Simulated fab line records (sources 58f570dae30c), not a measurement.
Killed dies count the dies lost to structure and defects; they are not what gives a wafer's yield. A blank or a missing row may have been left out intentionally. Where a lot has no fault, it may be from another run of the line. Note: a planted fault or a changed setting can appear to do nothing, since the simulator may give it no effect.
Problem report, 8D (eight disciplines) form, completed by code || flow berkeley cmos170 || the parts of the form that need people (team, actions taken, sign-off) are left out

## 1. THE PROBLEM
Mean NWELL_NITRIDE_THK at UCB170_NWELL_THK_MEAS_05: 253.1 nm over 6 wafers in 2 lots; fault-free wafers: 224.1 nm, standard deviation 2.1. That puts it +14 standard deviations away from the usual mean.
First seen on wafer L327.1, day 4 03:40, on film metro-03. At this step, 33 wafers from 11 lots have a number in the record. The rule behind "out" and "out of limits": a value lying over 4 standard deviations away from the usual mean. Any other wafer with a number is counted as sound.

## 2. WHAT IT IS, AND WHAT IT ISN'T
{"question": "which readings at this step", "is": "NWELL_NITRIDE_THK", "is not": "-"}
{"question": "which lots", "is": "L327, L328", "is not": "L318, L319, L320, L322, L331, L335, L336, L337, L338"}
{"question": "which wafers of those lots", "is": "all that have a number", "is not": "-"}
{"question": "read on which gauges", "is": "film metro-02, film metro-03", "is not": "film metro-01"}
{"question": "when", "is": "from day 4 03:40", "is not": "up to then (12 sound wafers); but 15 sound wafers of L331, L335, L336, L337, L338 came after"}

## 3. THE SUSPECTS, EACH WITH WHAT RULES IT OUT
Counting: a tool at any process step up to the reading remains a suspect when it ran all the lots that are out and ran no sound lot after the first of those.
- ruled out: the gauge at UCB170_NWELL_THK_MEAS_05. Those wafers that are out were read across 2 gauges (film metro-02, film metro-03).
- lpcvd-01 at UCB170_NWELL_CVD_04 (deposits Si3N4 from SiH2Cl2/NH3, target thk 224 nm, time 3360 s): kept. All lots that are out passed through it, beginning with L327 at day 4 01:44, and no sound lot followed; its final sound lot before that point was L322 at day 2 23:05. On those wafers its own readings are out: sih2cl2 flow sccm.
Remaining after the count: lpcvd-01 at UCB170_NWELL_CVD_04.

## 4. THE CAUSE (what the simulator had put in)
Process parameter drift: lpcvd-01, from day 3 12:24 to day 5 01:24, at UCB170_NWELL_CVD_04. Setting sih2cl2 flow sccm shifted by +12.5 from 25. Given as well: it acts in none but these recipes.
The count eliminated every tool but this one.

## 5. THE EFFECT CHAIN, in route order
One row per reading whose mean, taken over the struck wafers that have a number, lies over 3 standard deviations from the usual. Scope: only readings with a usual standard deviation given in the record; hours: median across lots of the time from each lot's start at the first step in this table that gives one to its start at this step; sigmas: change in usual standard deviations.
{"hours": 0, "step": "UCB170_NWELL_CVD_04", "reading": "sih2cl2 flow sccm", "usual": "25.01 sccm", "on struck wafers": 37.51, "change": "+12.50", "sigmas": "+99 or more"}
{"hours": 2, "step": "UCB170_NWELL_THK_MEAS_05", "reading": "NWELL_NITRIDE_THK", "usual": "224.1 nm", "on struck wafers": 253.1, "change": "+29.0", "sigmas": "+14"}
Its process steps:
- UCB170_NWELL_CVD_04: deposits Si3N4 from SiH2Cl2/NH3, target thk 224 nm, time 3360 s.

## 6. WHAT WOULD HAVE CAUGHT IT SOONER
15 hours passed between the start of the fault at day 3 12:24 and the first reading out of limits at a measuring or inspecting step in this record, taken at day 4 03:40.
Tool's own readings at UCB170_NWELL_CVD_04, sih2cl2 flow sccm: out on all struck wafers the step has rows for; an alarm limit on them would have tripped on the first.
Lots out: 2; all had begun UCB170_NWELL_CVD_04 on lpcvd-01 by day 4 03:40. None of them would have been spared by holding the tool at that moment.
